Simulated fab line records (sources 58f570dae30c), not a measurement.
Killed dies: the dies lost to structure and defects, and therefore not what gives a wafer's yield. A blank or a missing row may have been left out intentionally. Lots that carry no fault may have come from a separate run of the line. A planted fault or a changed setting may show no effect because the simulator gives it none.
Which tool did it? || flow berkeley_cmos170 || Sampling: 7 lots, 21 wafers, 2 of 331 route steps

== WHAT EACH GAUGE READ, for each wafer ==
UCB170_NWELL_THK_MEAS_05.
{"lot": "L856", "measured": "day 2 17:53", "on": "film_metro-01", "NWELL_NITRIDE_THK (nm)": "220.1 220.2 220.4"}
{"lot": "L858", "measured": "day 3 04:24", "on": "film_metro-01", "NWELL_NITRIDE_THK (nm)": "221.5 220.4 224.0"}
{"lot": "L864", "measured": "day 4 10:06", "on": "film_metro-01", "NWELL_NITRIDE_THK (nm)": "228.3 227.9 228.1"}
{"lot": "L868", "measured": "day 5 07:05", "on": "film_metro-04", "NWELL_NITRIDE_THK (nm)": "224.2 224.8 224.9"}
{"lot": "L870", "measured": "day 5 14:24", "on": "film_metro-02", "NWELL_NITRIDE_THK (nm)": "224.4 224.3 221.7"}
{"lot": "L876", "measured": "day 6 16:10", "on": "film_metro-02", "NWELL_NITRIDE_THK (nm)": "228.8 229.1 229.1"}
{"lot": "L878", "measured": "day 7 06:46", "on": "film_metro-01", "NWELL_NITRIDE_THK (nm)": "228.2 228.6 228.7"}

== WHICH TOOL RAN EACH LOT (tool, then ch and the chambers of the sampled wafers, then the start) ==
{"lot": "L856", "UCB170_NWELL_CVD_04": "lpcvd-02 ch 0, day 2 15:56"}
{"lot": "L858", "UCB170_NWELL_CVD_04": "lpcvd-02 ch 1, day 3 02:28"}
{"lot": "L864", "UCB170_NWELL_CVD_04": "lpcvd-01 ch 0, day 4 07:12"}
{"lot": "L868", "UCB170_NWELL_CVD_04": "lpcvd-01 ch 0, day 5 05:09"}
{"lot": "L870", "UCB170_NWELL_CVD_04": "lpcvd-01 ch 1, day 5 12:28"}
{"lot": "L876", "UCB170_NWELL_CVD_04": "lpcvd-01 ch 1, day 6 14:12"}
{"lot": "L878", "UCB170_NWELL_CVD_04": "lpcvd-01 ch 0, day 7 04:50"}
- UCB170_NWELL_CVD_04: deposits Si3N4 from SiH2Cl2/NH3, target thk 224 nm, time 3360 s.

== THE ANSWER, worked out from the rows above alone ==
Rule: the usual values come from the lots themselves. The widest of any qualifying gaps counts: lots, ordered by their means at a reading, are off when they make up no more than a third of the lots, leave a main group of 4 or more, and stand apart from it by 3 or more times the standard deviation of that group's means. Not used: any main group whose means are identical at the precision the tables above print for the reading. A lot without any number at a reading at which 4 lots or more have one is off too. Where the step has rows for the other lots, those lots are counted as sound.
Nothing can be told from this: no lot is off at any reading shown.

== WHAT HAD BEEN PUT IN BY THE SIMULATOR ==
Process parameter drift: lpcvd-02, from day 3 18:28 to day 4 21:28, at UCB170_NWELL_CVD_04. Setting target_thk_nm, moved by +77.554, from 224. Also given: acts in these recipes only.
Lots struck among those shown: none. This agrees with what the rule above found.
